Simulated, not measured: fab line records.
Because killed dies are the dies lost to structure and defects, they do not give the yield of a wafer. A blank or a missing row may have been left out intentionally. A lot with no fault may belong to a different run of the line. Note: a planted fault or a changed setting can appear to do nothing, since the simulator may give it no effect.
Lot-split experiment -- flow rit-cmos -- route with 202 steps; 5 lots, 23 wafers read

== ON THE SPLIT ==
At RIT_CONTACT_CVD_00 (deposits SiO2 from TEOS, target thk 400 nm, time 61 s), the setting time-s was moved away from the recipe's 61 s on 9 of the 23 wafers read, by -6.9% to +13.4%. This setting was run at the recipe's value on the other wafers.

There is no step in the file separating the split from the reading.

== THE READING ==
CONTACT_TEOS_THK, in nm, at RIT_CONTACT_THK_MEAS_01. On this fab line, fault-free wafers typically give 399 nm with a standard deviation of 4.6 nm.

wafer,"tool, chamber at the split","time-s as run, s",against the recipe,"CONTACT_TEOS_THK, nm",against lot-mates on the recipe
L075.1,"pecvd-03, 1",61,recipe,400,-
L075.3,"pecvd-03, 2",61,recipe,398,-
L075.4,"pecvd-03, 0",61,recipe,402,-
L075.5,"pecvd-03, 2",61,recipe,401,-
L075.6,"pecvd-03, 1",61,recipe,407,-
L077.1,"pecvd-01, 2",61,recipe,401,-
L077.4,"pecvd-01, 1",61,recipe,401,-
L077.6,"pecvd-01, 0",61,recipe,411,-
L080.1,"pecvd-01, 2",61,recipe,396,-
L080.2,"pecvd-01, 1",69.17,+13.4%,443,+48
L080.3,"pecvd-01, 0",69.17,+13.4%,447,+52
L080.5,"pecvd-01, 1",61,recipe,395,-
L080.6,"pecvd-01, 0",69.17,+13.4%,453,+58
L081.1,"pecvd-03, 0",56.78,-6.9%,366,-34
L081.2,"pecvd-03, 2",61,recipe,393,-
L081.4,"pecvd-03, 0",56.78,-6.9%,376,-24
L081.5,"pecvd-03, 1",61,recipe,406,-
L081.6,"pecvd-03, 2",56.78,-6.9%,375,-24
L082.1,"pecvd-02, 1",61,recipe,399,-
L082.2,"pecvd-02, 2",56.91,-6.7%,370,-34
L082.4,"pecvd-02, 0",56.91,-6.7%,374,-30
L082.5,"pecvd-02, 1",56.91,-6.7%,376,-28
L082.6,"pecvd-02, 2",61,recipe,410,-

THE FIT
A straight line over all 23 wafers: CONTACT_TEOS_THK changes by +3.71 nm for each +1% of time-s; r = +0.98; the points scatter about the line by 5.2 nm.
The same after taking each lot's own level away (the mean of its wafers on the recipe; 23 wafers): +4.02 nm for each +1%; r = +0.98; scatter 4.6 nm.
That fit puts the effect of the largest move of time-s on the reading at 54 nm.
Across the lots, their own levels run from 395.5 to 404.5 nm, a range of 2.0 times the standard deviation given above.
So the lot-to-lot level changes the slope little: the two slopes agree.
Check: +55.3 nm against its lot-mates is what the line predicts for one of the wafers moved furthest among these (+13.4%) when that wafer is left out of the fit. Against them it came out at +47.5 nm.

== THE OTHER SPLITS THESE WAFERS WENT THROUGH ==
Other splits were also applied to these wafers ahead of the reading. Each is held against what the fit with the lots' levels taken away leaves over:
other split on the same wafers,wafers away from the commonest value,r with CONTACT_TEOS_THK (lot level and that fit taken away)
RIT_REOX_OXIDATION_03 ox-time-s,15,-0.21
RIT_NLDD_SOFTBAKE_02 temp-c,9,-0.08
RIT_NLDD_IMPLANT_08 energy-kev,7,-0.06
RIT_PLDD_IMPLANT_08 tilt-deg,5,-0.42
RIT_SPACER_CVD_03 nh3-flow-sccm,15,-0.24
RIT_NSD_COAT_01 resist-thk-nm,8,+0.30
RIT_NSD_IMPLANT_08 energy-kev,6,-0.05
RIT_PSD_IMPLANT_08 dose-cm2,8,+0.09
RIT_SDANNEAL_RTA_03 time-s,10,-0.27
RIT_SILICIDE_SPUTTER_01 chamber-pressure-pa,15,+0.14

== THE WHOLE CHAIN: every reading that the file lists as answering this split, in the file's order ==
step,what it does,reading,change (the file's fit),r (the file's)
RIT_CONTACT_CVD_00,"deposits SiO2 from TEOS, target thk 400 nm, time 61 s","SiO2_of_CONTACT_CVD_00.thk-nm (the simulator's own value, which no gauge read)",+4.06 nm for each +1% of the setting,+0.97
RIT_CONTACT_THK_MEAS_01,,CONTACT_TEOS_THK,+4.06 for each +1% of the setting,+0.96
RIT_CONTACT_ETCH_11,"etches SiO2 in CHF3/CF4/Ar, stops on TiSi2, target depth 480 nm, time 320 s","etch.depth-nm (the simulator's own value, which no gauge read)",+4.06 nm for each +1% of the setting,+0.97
RIT_CONTACT_ETCH_11,"etches SiO2 in CHF3/CF4/Ar, stops on TiSi2, target depth 480 nm, time 320 s","CONTACT.feature-depth-nm (the simulator's own value, which no gauge read)",+4.06 nm for each +1% of the setting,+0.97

== FILE'S OWN FIT ==
CONTACT_TEOS_THK changes by +4.06 nm for each +1% of time-s, r = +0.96.
